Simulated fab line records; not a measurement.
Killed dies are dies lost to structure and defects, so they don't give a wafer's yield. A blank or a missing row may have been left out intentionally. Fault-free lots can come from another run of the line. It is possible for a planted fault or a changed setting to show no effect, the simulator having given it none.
Which of the tools did it? / flow berkeley cmos170 / 21 wafers from 7 lots sampled at 2 of the route's 331 steps

WHAT EACH GAUGE READ, for each wafer
UCB170_NWELL_TW_MEAS_16.
lot=L468; measured=day 2 17:16; on=film metro-04; NWELL_TW=1259 1261 1248
lot=L471; measured=day 3 11:59; on=film metro-04; NWELL_TW=1248 1254 1252
lot=L473; measured=day 3 20:58; on=film metro-02; NWELL_TW=1260 1257 1259
lot=L477; measured=day 4 11:47; on=film metro-04; NWELL_TW=1453 1444 1456
lot=L482; measured=day 5 19:46; on=film metro-04; NWELL_TW=1250 1253 1254
lot=L486; measured=day 6 04:55; on=film metro-02; NWELL_TW=1259 1257 1263
lot=L489; measured=day 7 05:07; on=film metro-02; NWELL_TW=1259 1252 1258

WHAT TOOL EACH LOT RAN ON (gives the tool, then ch and the chambers of the sampled wafers, and finally the start)
lot=L468; UCB170_NWELL_IMPLANT_14=implanter-04 ch 0, day 2 17:01
lot=L471; UCB170_NWELL_IMPLANT_14=implanter-02 ch 0, day 3 11:44
lot=L473; UCB170_NWELL_IMPLANT_14=implanter-04 ch 0, day 3 20:44
lot=L477; UCB170_NWELL_IMPLANT_14=implanter-02 ch 0, day 4 11:34
lot=L482; UCB170_NWELL_IMPLANT_14=implanter-01 ch 0, day 5 19:32
lot=L486; UCB170_NWELL_IMPLANT_14=implanter-01 ch 0, day 6 04:41
lot=L489; UCB170_NWELL_IMPLANT_14=implanter-01 ch 0, day 7 04:55
- UCB170_NWELL_IMPLANT_14

THE ANSWER, worked out from the rows above alone
Rule: usual is defined by the lots themselves. The widest of any qualifying gaps counts: lots, ordered by their means at a reading, are off when they make up no more than a third of the lots, leave a main group of 4 or more, and stand apart from it by 3 or more times the standard deviation of that group's means. If all means in a main group match to the digits the tables above print for the reading, that group is not used. Also off: a lot with no number at a reading for which 4 or more lots have one. All remaining lots with rows at the step are treated as sound.
Off: L477, seen at UCB170_NWELL_TW_MEAS_16 (NWELL_TW). Main group: mean 1256, sd 3.
A tool fits if, at a process step before that reading, it ran every lot that is off, and no sound lot after the first of them. Gauges at UCB170_NWELL_TW_MEAS_16: tried the same way as those tools. One fits: implanter-02 at UCB170_NWELL_IMPLANT_14. Its last sound lot is L471 (day 3 11:44), its first lot that is off L477 (day 4 11:34): a fault that began between those two fits.

WHAT HAD BEEN PUT IN BY THE SIMULATOR
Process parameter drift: implanter-02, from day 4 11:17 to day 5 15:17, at UCB170_NWELL_IMPLANT_14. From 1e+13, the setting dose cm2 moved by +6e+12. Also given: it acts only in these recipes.
Shown lots that were struck: L477. The same result came from the rule above.
